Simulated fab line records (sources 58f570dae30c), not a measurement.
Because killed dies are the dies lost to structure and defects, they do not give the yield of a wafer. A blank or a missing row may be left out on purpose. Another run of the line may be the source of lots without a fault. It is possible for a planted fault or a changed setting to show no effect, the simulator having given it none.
fab line records | flow berkeleyCmos170
record lots=14 | wafers=42 | lastDay=12
route steps=331 shown SILICIDE@211 CONTACT@224
lots that met no fault: from a run of the same line without faults
startH: hours from the record's opening day to when the first of the lot's shown wafers began | waitH: hours from the lot's prior step to this one | " same as the row above | L1.1+2: one row covering several wafers at once | - no value present, or no start provided | * or withheld: withheld | < > ~ a bound
route shown NAME@n: NAME is a module with steps in the file, n the number in the route of the first one | usual: average and standard deviation across the fault-free wafers | same: alike in all rows | chamber/n: place in a boat | sites: each site's reading | _std_site: standard deviation of those values | _edge_site: mean of outer sites minus mean of inner sites | radiusMm: how far each site lies from the wafer's centre | mask NAME#n: copy n | behind: the tool/chamber that last shaped the wafer | hold: why the lot was held/for how many hours/how that ended | device: the transistor (n, p or np) that didn't switch | end of line: the route-end tests of the same wafers | for a step that has no rows: nothing shown but its recipe | killed: dies lost to structure and defects at the first sort, not the wafer's yield | map: dies across one wafer; x = killed, . = not, _ = none there
set.NAME: the setting that was run; set.NAME@STEP: the one run at that earlier step | model.NAME: the simulator's own value behind a step, which no gauge read
a sample of lots followed through the steps of the route, with each step as a table and each wafer as a row
services: the hour from which a tool's chamber was out of use, counted from the record's first day as startH (under 0 if before that day), plus the number of hours and why
## steps
# step UCB170_SILICIDE_SPUTTER_01
# recipe material=Ti | targetThkNm=30 | timeS=25 | powerW=1500 | chamberPressurePa=0.5
# usual throttleValvePct=29.9/1
lot.wafer | tool          | chamber | startH | waitH | throttleValvePct
L244.2    | pvdSputter-04 | -       | 139.71 | 0.0   | 31.4
L244.4    | "             | -       | "      | "     | 31.0
L244.5    | "             | -       | "      | "     | 31.7
L248.1    | pvdSputter-01 | -       | 159.85 | 0.0   | 30.3
L248.4    | "             | -       | "      | "     | 29.7
L248.6    | "             | -       | "      | "     | 29.9
L246.1    | pvdSputter-04 | -       | 164.27 | 0.0   | 31.6
L246.2    | "             | -       | "      | "     | 29.0
L246.3    | "             | -       | "      | "     | 30.2
L247.4    | pvdSputter-04 | -       | 166.68 | 0.0   | 31.7
L247.5    | "             | -       | "      | "     | 30.2
L247.6    | "             | -       | "      | "     | 30.8
L249.4    | pvdSputter-03 | -       | 166.68 | 0.0   | 28.1
L249.5    | "             | -       | "      | "     | 30.8
L249.6    | "             | -       | "      | "     | 29.6
L250.1    | pvdSputter-01 | -       | 166.99 | 0.0   | 30.6
L250.2    | "             | -       | "      | "     | 29.3
L250.6    | "             | -       | "      | "     | 30.8
L253.2    | pvdSputter-03 | -       | 184.82 | 0.0   | 31.2
L253.3    | "             | -       | "      | "     | 28.0
L253.4    | "             | -       | "      | "     | 29.6
L251.2    | pvdSputter-03 | -       | 185.81 | 0.0   | 31.1
L251.4    | "             | -       | "      | "     | 28.1
L251.6    | "             | -       | "      | "     | 30.9
L252.2    | pvdSputter-01 | -       | 185.98 | 0.0   | 30.5
L252.3    | "             | -       | "      | "     | 29.2
L252.6    | "             | -       | "      | "     | 30.4
L254.2    | pvdSputter-03 | -       | 189.73 | 0.0   | 27.9
L254.4    | "             | -       | "      | "     | 30.6
L254.6    | "             | -       | "      | "     | 29.5
L260.1    | pvdSputter-01 | -       | 213.89 | 0.0   | 29.7
L260.3    | "             | -       | "      | "     | 29.4
L260.4    | "             | -       | "      | "     | 30.5
L263.1    | pvdSputter-01 | -       | 235.85 | 0.0   | 30.6
L263.2    | "             | -       | "      | "     | 29.5
L263.3    | "             | -       | "      | "     | 29.4
L264.1    | pvdSputter-03 | -       | 236.43 | 0.0   | 31.2
L264.2    | "             | -       | "      | "     | 29.5
L264.3    | "             | -       | "      | "     | 27.7
L267.2    | pvdSputter-03 | -       | 261.26 | 0.0   | 30.9
L267.4    | "             | -       | "      | "     | 30.9
L267.6    | "             | -       | "      | "     | 27.9
# step UCB170_SILICIDE_RS_MEAS_02
# recipe thkMeasGauge=four-point-probe | reads=Ti_of_SILICIDE_SPUTTER_01
# usual SILICIDE_TI_RS=26.2/0.34
lot.wafer | tool         | chamber | startH | waitH | SILICIDE_TI_RS[ohm/sq]
L244.2    | filmMetro-02 | -       | 139.76 | 0.0   | 25.7
L244.4    | "            | -       | "      | "     | 26.3
L244.5    | "            | -       | "      | "     | 25.6
L248.1    | filmMetro-02 | -       | 159.88 | 0.0   | 26.1
L248.4    | "            | -       | "      | "     | 26.5
L248.6    | "            | -       | "      | "     | 26.3
L246.1    | filmMetro-02 | -       | 164.30 | 0.0   | 25.7
L246.2    | "            | -       | "      | "     | 25.8
L246.3    | "            | -       | "      | "     | 25.9
L249.4    | filmMetro-04 | -       | 166.83 | 0.1   | 26.9
L249.5    | "            | -       | "      | "     | 26.4
L249.6    | "            | -       | "      | "     | 26.6
L247.4    | filmMetro-02 | -       | 166.84 | 0.1   | 25.8
L247.5    | "            | -       | "      | "     | 26.1
L247.6    | "            | -       | "      | "     | 26.0
L250.1    | filmMetro-04 | -       | 167.02 | 0.0   | 25.9
L250.2    | "            | -       | "      | "     | 25.7
L250.6    | "            | -       | "      | "     | 25.8
L253.2    | filmMetro-02 | -       | 184.88 | 0.0   | 26.7
L253.3    | "            | -       | "      | "     | 26.8
L253.4    | "            | -       | "      | "     | 26.1
L251.2    | filmMetro-02 | -       | 185.86 | 0.0   | 26.4
L251.4    | "            | -       | "      | "     | 26.6
L251.6    | "            | -       | "      | "     | 26.0
L252.2    | filmMetro-02 | -       | 186.04 | 0.0   | 26.2
L252.3    | "            | -       | "      | "     | 26.5
L252.6    | "            | -       | "      | "     | 26.1
L254.2    | filmMetro-02 | -       | 189.78 | 0.0   | 26.4
L254.4    | "            | -       | "      | "     | 26.0
L254.6    | "            | -       | "      | "     | 26.3
L260.1    | filmMetro-01 | -       | 213.92 | 0.0   | 26.1
L260.3    | "            | -       | "      | "     | 25.7
L260.4    | "            | -       | "      | "     | 23.9
L263.1    | filmMetro-04 | -       | 235.88 | 0.0   | 24.0
L263.2    | "            | -       | "      | "     | 25.8
L263.3    | "            | -       | "      | "     | 26.2
L264.1    | filmMetro-04 | -       | 236.47 | 0.0   | 26.0
L264.2    | "            | -       | "      | "     | 25.9
L264.3    | "            | -       | "      | "     | 26.1
L267.2    | filmMetro-02 | -       | 261.31 | 0.0   | 26.0
L267.4    | "            | -       | "      | "     | 26.0
L267.6    | "            | -       | "      | "     | 26.4
# step UCB170_SILICIDE_THK_MEAS_03
# recipe thkMeasGauge=xrf | reads=Ti_of_SILICIDE_SPUTTER_01
# usual SILICIDE_TI_THK=29.7/0.35
lot.wafer | tool         | chamber | startH | waitH | SILICIDE_TI_THK[nm]
L244.2    | filmMetro-02 | -       | 139.87 | 0.1   | 30.1
L244.4    | "            | -       | "      | "     | 29.6
L244.5    | "            | -       | "      | "     | 30.3
L248.1    | filmMetro-02 | -       | 160.00 | 0.1   | 29.5
L248.4    | "            | -       | "      | "     | 29.2
L248.6    | "            | -       | "      | "     | 29.3
L246.1    | filmMetro-02 | -       | 164.42 | 0.1   | 30.0
L246.2    | "            | -       | "      | "     | 30.0
L246.3    | "            | -       | "      | "     | 29.7
L249.4    | filmMetro-04 | -       | 166.92 | 0.1   | 29.3
L249.5    | "            | -       | "      | "     | 29.7
L249.6    | "            | -       | "      | "     | 29.6
L247.4    | filmMetro-02 | -       | 166.93 | 0.1   | 30.0
L247.5    | "            | -       | "      | "     | 29.6
L247.6    | "            | -       | "      | "     | 29.8
L250.1    | filmMetro-04 | -       | 167.14 | 0.1   | 30.1
L250.2    | "            | -       | "      | "     | 30.4
L250.6    | "            | -       | "      | "     | 30.1
L253.2    | filmMetro-02 | -       | 184.99 | 0.1   | 29.1
L253.3    | "            | -       | "      | "     | 29.1
L253.4    | "            | -       | "      | "     | 29.6
L251.2    | filmMetro-02 | -       | 185.97 | 0.1   | 29.4
L251.4    | "            | -       | "      | "     | 29.2
L251.6    | "            | -       | "      | "     | 29.8
L252.2    | filmMetro-02 | -       | 186.15 | 0.1   | 29.7
L252.3    | "            | -       | "      | "     | 29.3
L252.6    | "            | -       | "      | "     | 29.8
L254.2    | filmMetro-02 | -       | 189.89 | 0.1   | 29.4
L254.4    | "            | -       | "      | "     | 29.9
L254.6    | "            | -       | "      | "     | 29.5
L260.1    | filmMetro-01 | -       | 214.04 | 0.1   | 29.6
L260.3    | "            | -       | "      | "     | 29.8
L260.4    | "            | -       | "      | "     | 32.0
L263.1    | filmMetro-04 | -       | 236.00 | 0.1   | 32.1
L263.2    | "            | -       | "      | "     | 30.2
L263.3    | "            | -       | "      | "     | 30.0
L264.1    | filmMetro-04 | -       | 236.59 | 0.1   | 30.0
L264.2    | "            | -       | "      | "     | 30.2
L264.3    | "            | -       | "      | "     | 30.0
L267.2    | filmMetro-02 | -       | 261.42 | 0.1   | 29.9
L267.4    | "            | -       | "      | "     | 29.7
L267.6    | "            | -       | "      | "     | 29.5
# step UCB170_CONTACT_RTA_08
# recipe tempC=900 | timeS=10 | ambient=N2
# usual lampPowerPct=27/5 | wafer_temp_C_max=905.0/1.4
lot.wafer | tool         | chamber | startH | waitH | lampPowerPct | wafer_temp_C_max
L244.2    | rtpAnneal-01 | 0       | 144.61 | 0.0   | 31           | 903.8
L244.4    | "            | 0       | "      | "     | 31           | 906.4
L244.5    | "            | 0       | "      | "     | 31           | 903.0
L248.1    | rtpAnneal-02 | 0       | 162.95 | 0.0   | 21           | 905.4
L248.4    | "            | 0       | "      | "     | 21           | 906.8
L248.6    | "            | 0       | "      | "     | 21           | 905.0
L246.1    | rtpAnneal-02 | 0       | 167.67 | 0.0   | 21           | 905.7
L246.2    | "            | 0       | "      | "     | 21           | 908.3
L246.3    | "            | 0       | "      | "     | 21           | 905.2
L250.1    | rtpAnneal-01 | 0       | 173.83 | 0.0   | 31           | 904.0
L250.2    | "            | 0       | "      | "     | 31           | 903.6
L250.6    | "            | 0       | "      | "     | 31           | 903.8
L247.4    | rtpAnneal-02 | 0       | 173.86 | 0.0   | 21           | 906.9
L247.5    | "            | 0       | "      | "     | 21           | 907.2
L247.6    | "            | 0       | "      | "     | 21           | 904.2
L249.4    | rtpAnneal-01 | 0       | 174.28 | 0.0   | 31           | 905.6
L249.5    | "            | 0       | "      | "     | 31           | 904.7
L249.6    | "            | 0       | "      | "     | 31           | 904.1
L253.2    | rtpAnneal-01 | 0       | 189.43 | 0.0   | 31           | 904.6
L253.3    | "            | 0       | "      | "     | 31           | 904.6
L253.4    | "            | 0       | "      | "     | 31           | 903.6
L252.2    | rtpAnneal-01 | 0       | 190.74 | 0.0   | 31           | 904.1
L252.3    | "            | 0       | "      | "     | 31           | 906.1
L252.6    | "            | 0       | "      | "     | 31           | 902.8
L251.2    | rtpAnneal-02 | 0       | 190.91 | 0.0   | 21           | 905.3
L251.4    | "            | 0       | "      | "     | 21           | 906.1
L251.6    | "            | 0       | "      | "     | 21           | 906.2
L254.2    | rtpAnneal-01 | 0       | 192.86 | 0.0   | 31           | 903.8
L254.4    | "            | 0       | "      | "     | 31           | 903.9
L254.6    | "            | 0       | "      | "     | 31           | 903.9
L260.1    | rtpAnneal-02 | 0       | 217.38 | 0.0   | 21           | 905.1
L260.3    | "            | 0       | "      | "     | 21           | 904.7
L260.4    | "            | 0       | "      | "     | 21           | 905.7
L263.1    | rtpAnneal-02 | 0       | 239.08 | 0.0   | 21           | 906.2
L263.2    | "            | 0       | "      | "     | 21           | 906.3
L263.3    | "            | 0       | "      | "     | 21           | 907.3
L264.1    | rtpAnneal-01 | 0       | 241.49 | 0.0   | 31           | 906.3
L264.2    | "            | 0       | "      | "     | 31           | 903.6
L264.3    | "            | 0       | "      | "     | 31           | 904.2
L267.2    | rtpAnneal-01 | 0       | 265.59 | 0.0   | 31           | 904.9
L267.4    | "            | 0       | "      | "     | 31           | 903.3
L267.6    | "            | 0       | "      | "     | 31           | 905.3
# step UCB170_CONTACT_CD_MEAS_15
# recipe targetCdNm=700
# usual cdNm=700.2/1.6
lot.wafer | tool     | chamber | startH | waitH | cdNm
L244.2    | cdSem-02 | -       | 145.77 | -     | 700.8
L244.4    | "        | -       | "      | "     | 699.6
L244.5    | "        | -       | "      | "     | 699.4
L248.1    | cdSem-01 | -       | 163.99 | -     | 700.2
L248.4    | "        | -       | "      | "     | 698.2
L248.6    | "        | -       | "      | "     | 699.4
L246.1    | cdSem-02 | -       | 168.58 | -     | 701.4
L246.2    | "        | -       | "      | "     | 701.8
L246.3    | "        | -       | "      | "     | 701.4
L250.1    | cdSem-01 | -       | 174.86 | -     | 700.7
L250.2    | "        | -       | "      | "     | 699.1
L250.6    | "        | -       | "      | "     | 700.5
L247.4    | cdSem-02 | -       | 175.16 | -     | 700.1
L247.5    | "        | -       | "      | "     | 699.4
L247.6    | "        | -       | "      | "     | 699.0
L249.4    | cdSem-02 | -       | 175.41 | -     | 700.7
L249.5    | "        | -       | "      | "     | 702.5
L249.6    | "        | -       | "      | "     | 702.5
L253.2    | cdSem-01 | -       | 190.47 | -     | 701.2
L253.3    | "        | -       | "      | "     | 700.4
L253.4    | "        | -       | "      | "     | 700.3
L252.2    | cdSem-02 | -       | 191.81 | -     | 701.3
L252.3    | "        | -       | "      | "     | 701.6
L252.6    | "        | -       | "      | "     | 701.3
L251.2    | cdSem-02 | -       | 192.36 | -     | 698.8
L251.4    | "        | -       | "      | "     | 698.6
L251.6    | "        | -       | "      | "     | 698.8
L254.2    | cdSem-02 | -       | 193.78 | -     | 700.2
L254.4    | "        | -       | "      | "     | 700.8
L254.6    | "        | -       | "      | "     | 700.2
L260.1    | cdSem-01 | -       | 218.29 | -     | 700.1
L260.3    | "        | -       | "      | "     | 698.8
L260.4    | "        | -       | "      | "     | 699.0
L263.1    | cdSem-02 | -       | 240.11 | -     | 698.4
L263.2    | "        | -       | "      | "     | 697.8
L263.3    | "        | -       | "      | "     | 697.4
L264.1    | cdSem-02 | -       | 242.54 | -     | 700.4
L264.2    | "        | -       | "      | "     | 700.7
L264.3    | "        | -       | "      | "     | 701.2
L267.2    | cdSem-01 | -       | 268.01 | -     | 703.0
L267.4    | "        | -       | "      | "     | 703.2
L267.6    | "        | -       | "      | "     | 701.4
# step UCB170_CONTACT_ETCH_17
# recipe chemistry=N2/H2 | targetDepthA=withheld | overetchA=withheld | target=BARC | timeS=withheld | sourceW=500 | biasW=100 | pressureMtorr=30 | n2FlowSccm=100 | h2FlowSccm=200
# usual drypumpMotorCurrentA=5.9/0.56 | n2FlowSccm=100.0/0.32 | oesProductAu=0.998/0.015 | throttleValvePct=13.36/0.21
lot.wafer | tool       | chamber | startH | waitH | drypumpMotorCurrentA | n2FlowSccm | oesProductAu | throttleValvePct
L244.2    | rieDiel-02 | 0       | 145.90 | 0.0   | 6.4                  | 100.2      | 0.983        | 13.59
L244.4    | "          | 0       | "      | "     | 6.4                  | 100.0      | 0.982        | 13.57
L244.5    | "          | 3       | "      | "     | 5.7                  | 100.7      | 0.989        | 13.06
L248.1    | rieDiel-03 | 1       | 164.14 | 0.0   | 5.0                  | 100.1      | 1.007        | 13.46
L248.4    | "          | 3       | "      | "     | 4.9                  | 100.3      | 0.994        | 13.13
L248.6    | "          | 0       | "      | "     | 6.0                  | 100.1      | 0.992        | 13.33
L246.1    | rieDiel-02 | 2       | 168.74 | 0.0   | 6.4                  | 100.5      | 0.969        | 13.65
L246.2    | "          | 3       | "      | "     | 5.7                  | 100.1      | 1.000        | 13.06
L246.3    | "          | 1       | "      | "     | 6.7                  | 99.7       | 1.016        | 13.59
L250.1    | rieDiel-03 | 0       | 175.02 | 0.0   | 6.0                  | 100.5      | 0.994        | 13.33
L250.2    | "          | 3       | "      | "     | 5.0                  | 100.1      | 0.988        | 13.13
L250.6    | "          | 1       | "      | "     | 5.0                  | 100.5      | 1.002        | 13.47
L247.4    | rieDiel-03 | 2       | 175.26 | 0.0   | 5.7                  | 99.9       | 1.010        | 13.39
L247.5    | "          | 2       | "      | "     | 5.7                  | 100.1      | 0.989        | 13.38
L247.6    | "          | 1       | "      | "     | 5.0                  | 99.8       | 0.996        | 13.48
L249.4    | rieDiel-02 | 3       | 175.52 | 0.0   | 5.7                  | 100.1      | 0.997        | 13.08
L249.5    | "          | 1       | "      | "     | 6.7                  | 100.5      | 1.001        | 13.56
L249.6    | "          | 2       | "      | "     | 6.4                  | 99.3       | 0.977        | 13.65
L253.2    | rieDiel-02 | 3       | 190.61 | 0.0   | 5.7                  | 99.7       | 1.003        | 13.07
L253.3    | "          | 2       | "      | "     | 6.4                  | 99.8       | 0.975        | 13.64
L253.4    | "          | 2       | "      | "     | 6.4                  | 99.6       | 0.985        | 13.63
L252.2    | rieDiel-03 | 1       | 191.95 | 0.0   | 5.1                  | 100.1      | 1.003        | 13.48
L252.3    | "          | 3       | "      | "     | 5.0                  | 100.6      | 0.981        | 13.12
L252.6    | "          | 3       | "      | "     | 5.0                  | 100.4      | 0.987        | 13.15
L251.2    | rieDiel-02 | 2       | 192.50 | 0.0   | 6.4                  | 100.4      | 0.977        | 13.65
L251.4    | "          | 3       | "      | "     | 5.7                  | 100.5      | 0.997        | 13.09
L251.6    | "          | 1       | "      | "     | 6.7                  | 99.9       | 1.003        | 13.56
L254.2    | rieDiel-02 | 3       | 193.92 | 0.0   | 5.7                  | 100.3      | 1.000        | 13.06
L254.4    | "          | 1       | "      | "     | 6.7                  | 100.2      | 1.013        | 13.57
L254.6    | "          | 3       | "      | "     | 5.7                  | 100.2      | 1.002        | 13.08
L260.1    | rieDiel-01 | 0       | 218.44 | 0.0   | 5.9                  | 100.6      | 0.991        | 13.01
L260.3    | "          | 3       | "      | "     | 5.6                  | 99.6       | 0.994        | 13.10
L260.4    | "          | 2       | "      | "     | 6.2                  | 100.5      | 0.990        | 13.16
L263.1    | rieDiel-03 | 1       | 240.27 | 0.0   | 5.0                  | 100.2      | 0.994        | 13.50
L263.2    | "          | 3       | "      | "     | 5.0                  | 99.9       | 0.995        | 13.12
L263.3    | "          | 0       | "      | "     | 6.0                  | 100.1      | 0.996        | 13.33
L264.1    | rieDiel-01 | 3       | 242.69 | 0.0   | 5.6                  | 100.3      | 1.009        | 13.09
L264.2    | "          | 0       | "      | "     | 5.9                  | 100.1      | 0.985        | 13.01
L264.3    | "          | 2       | "      | "     | 6.2                  | 99.7       | 1.006        | 13.15
L267.2    | rieDiel-03 | 0       | 268.15 | 0.0   | 6.0                  | 100.4      | 1.003        | 13.33
L267.4    | "          | 3       | "      | "     | 4.9                  | 99.6       | 0.994        | 13.13
L267.6    | "          | 0       | "      | "     | 6.0                  | 99.8       | 0.995        | 13.35
## services
tool          | chamber | startH | hours | kind
rieDiel-01    | 1       | 126.60 | 3.2   | repair
rieDiel-02    | 2       | 145.85 | 15.8  | repair
rieDiel-01    | -       | 158.29 | 56.2  | repair
rieDiel-02    | 0       | 161.69 | -     | clean
rieDiel-02    | 0       | 161.69 | 15.3  | scheduledDown
rieDiel-02    | 0       | 161.69 | 15.3  | ventCycle
rieDiel-01    | -       | 172.93 | 19.7  | repair
rieDiel-02    | 0       | 184.75 | 11.8  | repair
pvdSputter-04 | -       | 191.15 | 1.4   | repair
rieDiel-01    | -       | 219.29 | 0.7   | repair
rieDiel-01    | 2       | 229.54 | 2.3   | repair
pvdSputter-04 | -       | 266.75 | 4.4   | repair
## key
firstSign step=UCB170_SILICIDE_RS_MEAS_02 | reading=SILICIDE_TI_RS | direction=down | sigmas=6.5 | usual=26.2 | struck=24.0
effect step=UCB170_SILICIDE_THK_MEAS_03 | reading=SILICIDE_TI_THK | direction=up | sigmas=6.8 | usual=29.7 | struck=32.1
metAt UCB170_SILICIDE_SPUTTER_01
struckLots L260,L263
struckWafers L260.4,L263.1
testerLeftOut L260,L263
notActingAt UCB170_CONTACT_RTA_08,UCB170_CONTACT_CD_MEAS_15,UCB170_CONTACT_ETCH_17
onsetBetween 185.98 213.89
fault kind=processParameterDrift | tool=pvdSputter-01 | chamber=- | onsetH=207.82 | steps=UCB170_SILICIDE_SPUTTER_01 | channel=targetThkNm | offset=2.3286 | shape=step | endH=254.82 | actsIn=theseRecipesOnly | stated=30 | scope=struckWafersOnly
# testerLeftOut: of these lots the tester's yield and bins aren't shown, on N5 and GAA mostly nor the transistor test; their killed dies are dies lost to structure and defects alone, not to doping, threshold or leakage, so they don't give the yield
